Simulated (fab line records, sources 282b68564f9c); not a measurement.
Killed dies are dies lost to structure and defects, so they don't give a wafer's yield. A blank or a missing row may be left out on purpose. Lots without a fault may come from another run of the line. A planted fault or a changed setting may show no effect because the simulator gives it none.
A struck lot beside a sound one | flow rit_cmos | 27 steps out of a route of 202
Sound: wafers L379.3, L379.4, L379.5. Struck: wafers L395.2, L395.3, L395.4. The cause comes at the end.
At each step with rows: each side's tool, then ch and its chambers, then its first start. Under that, the readings that differ: sound wafers | struck wafers | difference of the means | sigmas: that difference in standard deviations of wafers without a fault.
alike: readings whose means differ by less than 2 such deviations, and words and numbers that are the same on both sides. not compared: withheld readings, readings that some wafer has no value for, bounds like >300 that may hide the same value, and numbers for which the record gives no deviation and whose values overlap.
The two part at a step that has a row with sigmas, a row that says differs or no value, or rows on one side only. Numbers that don't overlap but have no deviation are shown without sigmas and don't part them. A reading that every wafer of one side lacks parts them only if that side has two wafers or more.

RIT_ACTIVE_BOW_MEAS_00:
  sound on film_metro-02, day 1 10:02; struck on film_metro-01, day 4 18:01
  alike: INCOMING_BOW
then, 1 step without rows for these wafers: RIT_ACTIVE_OXIDATION_01 (target thk 46.8 nm, ox time 3360 s).
RIT_ACTIVE_THK_MEAS_02:
  sound on film_metro-02, day 1 12:04; struck on film_metro-02, day 4 21:41
  alike: ACTIVE_OXIDE_THK
RIT_ACTIVE_CVD_03: deposits Si3N4 from SiH2Cl2/NH3, target thk 150 nm, time 1500 s.
  sound on lpcvd-01 ch 1, day 1 12:07; struck on lpcvd-01 ch 0, day 4 21:44
  reading                                  | sound             | struck            | difference | sigmas
  model.Si3N4_of_ACTIVE_CVD_03.thk_nm (nm) | 150.9 151.1 149.6 | 130.8 131.1 130.8 | -19.6      |
RIT_ACTIVE_THK_MEAS_04:
  sound on film_metro-01, day 1 13:33; struck on film_metro-01, day 4 23:10
  reading                 | sound             | struck            | difference | sigmas
  ACTIVE_NITRIDE_THK (nm) | 150.8 151.0 149.7 | 130.7 131.1 130.9 | -19.6      | -14
then, 6 steps without rows for these wafers: RIT_ACTIVE_HMDS_05 (prime time 60 s); RIT_ACTIVE_COAT_06 (resist thk 1009 nm); RIT_ACTIVE_SOFTBAKE_07 (time 60 s); RIT_ACTIVE_EXPOSE_08 (exposes mask M1, target cd 1400 nm); RIT_ACTIVE_PEB_09; RIT_ACTIVE_DEVELOP_10 (develop time 50 s).
RIT_ACTIVE_CD_MEAS_11: target cd 1400 nm.
  sound on cd_sem-02, day 1 14:29; struck on cd_sem-02, day 5 00:05
  reading    | sound                | struck               | difference | sigmas
  cd_nm (nm) | 1396.8 1396.2 1396.2 | 1417.6 1418.9 1418.1 | +21.8      | +9
then, 1 step without rows for these wafers: RIT_ACTIVE_HARDBAKE_12 (time 60 s).
RIT_ACTIVE_ETCH_13: etches Si3N4 in SF6, stops on SiO2, time 210 s, target depth 210 nm.
  sound on rie_diel-01 ch 0,1,3, day 1 14:43; struck on rie_diel-01 ch 0,1,3, day 5 00:20
  reading                            | sound             | struck            | difference | sigmas
  oes_product_au (a.u.)              | 0.832 0.843 0.818 | 0.767 0.783 0.789 | -0.051     | -3
  model.ACTIVE.feature_depth_nm (nm) | 150.9 151.9 149.9 | 130.8 131.9 131.1 | -19.6      |
  model.etch.depth_nm (nm)           | 150.9 151.1 149.6 | 130.8 131.1 130.8 | -19.6      |
  model.ACTIVE.cd_nm (nm)            | 1397 1396 1396    | 1418 1419 1418    | +22        |
  alike: drypump_motor_current_A, throttle_valve_pct
  not compared: rf_hours_counter_h
RIT_ACTIVE_STRIP_14: strips in O2, time 180 s.
  sound on plasma_asher-02 ch 0,1, day 1 14:54; struck on plasma_asher-02 ch 0,1, day 5 00:28
  alike: drypump_motor_current_A
  not compared: rf_hours_counter_h
RIT_ACTIVE_CD_MEAS_90: target cd 1400 nm.
  sound on cd_sem-02, day 1 15:04; struck on cd_sem-01, day 5 00:39
  reading    | sound                | struck               | difference | sigmas
  cd_nm (nm) | 1396.9 1396.0 1396.1 | 1417.6 1418.8 1417.5 | +21.6      | +9
then, 4 steps without rows for these wafers: RIT_ACTIVE_CLEAN_15 (cleans in SC1, time 600 s); RIT_ACTIVE_CLEAN_16 (cleans in dHF, time 30 s); RIT_ACTIVE_CLEAN_17 (cleans in SC2, time 600 s); RIT_FOX1_OXIDATION_00 (target thk 350.7 nm, ox time 1130 s).
RIT_FOX1_THK_MEAS_01:
  sound on film_metro-01, day 1 16:50; struck on film_metro-03, day 5 02:29
  alike: FOX1_OXIDE_THK
then, 2 steps without rows for these wafers: RIT_FOX1_WET_ETCH_02 (etches SiO2 in BOE, target depth 350 nm, time 390 s); RIT_FOX2_OXIDATION_00 (target thk 350.7 nm, ox time 1130 s).
RIT_FOX2_THK_MEAS_01:
  sound on film_metro-04, day 1 19:28; struck on film_metro-02, day 5 03:58
  alike: FOX2_OXIDE_THK
RIT_FOX2_CLEAN_02: cleans in dHF, time 180 s.
  sound on wet_bench-03 ch 0, day 1 19:30; struck on wet_bench-03 ch 0, day 5 04:01
  reading                                  | sound             | struck            | difference | sigmas
  model.Si3N4_of_ACTIVE_CVD_03.thk_nm (nm) | 131.7 131.9 130.4 | 111.6 111.8 111.6 | -19.7      |
then, 1 step without rows for these wafers: RIT_FOX2_WET_ETCH_03 (etches Si3N4 in H3PO4, target depth 195 nm, time 2700 s).
RIT_M1_PROBE_99:
  sound on prober-02, day 3 14:38; struck on prober-01, day 6 18:44
  alike: killed_at_contacts, killed_at_front_end, killed_dies, killed_on_rim, killed_open, killed_short

WHERE THEY PART
First at RIT_ACTIVE_THK_MEAS_04; last, within this record, at RIT_ACTIVE_CD_MEAS_90. Later steps at which nothing parts them and some readings are alike: RIT_FOX1_THK_MEAS_01, RIT_FOX2_THK_MEAS_01, RIT_M1_PROBE_99.

WHY: what the simulator had put in
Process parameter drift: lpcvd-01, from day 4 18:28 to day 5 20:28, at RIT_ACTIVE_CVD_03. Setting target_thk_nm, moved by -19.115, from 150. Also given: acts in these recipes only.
